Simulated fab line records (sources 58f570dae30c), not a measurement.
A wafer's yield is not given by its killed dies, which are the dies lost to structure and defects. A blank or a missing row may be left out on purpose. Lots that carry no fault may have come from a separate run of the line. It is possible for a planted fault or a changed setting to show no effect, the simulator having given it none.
Chamber matching    flow berkeleyCmos170    UCB170_V2_CMP_02 on cmp-02 has 4 sister chambers
The step polishes SiO2. 27 wafers are shown with their chamber, then 12 later ones without.

## EACH WAFER AND ITS CHAMBER
wafer   chamber  motorCurrentA (A)
L074.2  2        15.4
L074.4  0        18.1
L074.6  0        17.8
L076.2  2        15.2
L076.3  1        16.6
L076.6  3        15.3
L079.2  1        16.1
L079.3  3        15.3
L079.4  0        18.3
L082.1  3        15.7
L082.3  0        18.3
L082.4  1        16.0
L081.2  0        18.5
L081.4  2        14.8
L081.5  1        16.1
L086.2  1        16.7
L086.3  0        18.9
L086.4  3        14.9
L084.1  1        16.2
L084.2  3        15.0
L084.3  2        15.1
L087.2  0        18.8
L087.3  2        15.3
L087.6  1        16.2
L091.2  3        15.0
L091.3  0        18.6
L091.5  0        17.5

SIGNATURES (averages over the wafers above)
reading        chamber 0  chamber 1  chamber 2  chamber 3  scatter within a chamber
motorCurrentA  18.311     16.271     15.160     15.200     0.346
Rule: distance of a wafer from a chamber = root of the sum over the readings of ((wafer's reading minus chamber's mean) / reading's scatter) squared. The wafer belongs to the nearest chamber; if the next one is less than 2 further off, it can't be placed. How the scatter is found: for the shown wafers, subtract from each reading the mean of its chamber, square and add these, divide the total by (wafers less chambers), then take the root.

## WAFERS WITHOUT THEIR CHAMBER
wafer   motorCurrentA (A)
L094.1  15.1
L094.2  18.6
L094.5  15.7
L092.3  15.1
L092.4  16.0
L092.6  14.5
L096.2  14.9
L096.3  14.8
L096.5  18.4
L097.1  14.7
L097.2  16.6
L097.6  19.0

## WHICH CHAMBER EACH ONE RAN IN
wafer   from the rows above           in truth
L094.1  can't be placed: 2 or 3       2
L094.2  0                             0
L094.5  can't be placed: 3 or 2 or 1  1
L092.3  can't be placed: 2 or 3       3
L092.4  can't be placed: 1 or 3 or 2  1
L092.6  can't be placed: 2 or 3       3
L096.2  can't be placed: 2 or 3       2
L096.3  can't be placed: 2 or 3       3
L096.5  0                             0
L097.1  can't be placed: 2 or 3       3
L097.2  1                             1
L097.6  0                             0
4 of 12 placed correctly. Not placeable from these rows: 8 (in 8, the candidates include the true chamber). Wrongly placed: 0.
